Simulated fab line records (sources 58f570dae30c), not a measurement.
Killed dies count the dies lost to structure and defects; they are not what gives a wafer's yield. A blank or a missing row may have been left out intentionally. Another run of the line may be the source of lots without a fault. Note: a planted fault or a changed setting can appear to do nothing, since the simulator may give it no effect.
What tool caused it?	flow berkeley_cmos170	21 wafers sampled from 7 lots at 1 step of a route of 331

WHAT EACH GAUGE READ, for each wafer
UCB170_PWELL_OVL_MEAS_13.
lot	measured	on	PWELL_OVL (nm)
L824	day 4 02:34	overlay-01	5 14 4
L828	day 4 19:04	overlay-01	-7 -2 2
L832	day 5 12:24	overlay-02	-4 14 4
L838	day 6 19:11	overlay-01	1 12 6
L839	day 6 23:11	overlay-02	0 3 -3
L844	day 7 23:13	overlay-01	7 16 11
L845	day 8 03:40	overlay-02	-3 2 2

WHICH TOOL RAN EACH LOT (tool, then ch and the chambers of the sampled wafers, then the start)
There is no process step in the record ahead of these readings.

THE ANSWER, worked out from the rows above alone
Rule: usual is defined by the lots themselves. The widest of any qualifying gaps counts: lots, ordered by their means at a reading, are off when they make up no more than a third of the lots, leave a main group of 4 or more, and stand apart from it by 3 or more times the standard deviation of that group's means. If all means in a main group match to the digits the tables above print for the reading, that group is not used. Also off: a lot with no number at a reading for which 4 or more lots have one. Where the step has rows for the other lots, those lots are counted as sound.
No lot is off on any of the readings shown, so nothing can be concluded from this.

WHAT THE SIMULATOR HAD INSERTED
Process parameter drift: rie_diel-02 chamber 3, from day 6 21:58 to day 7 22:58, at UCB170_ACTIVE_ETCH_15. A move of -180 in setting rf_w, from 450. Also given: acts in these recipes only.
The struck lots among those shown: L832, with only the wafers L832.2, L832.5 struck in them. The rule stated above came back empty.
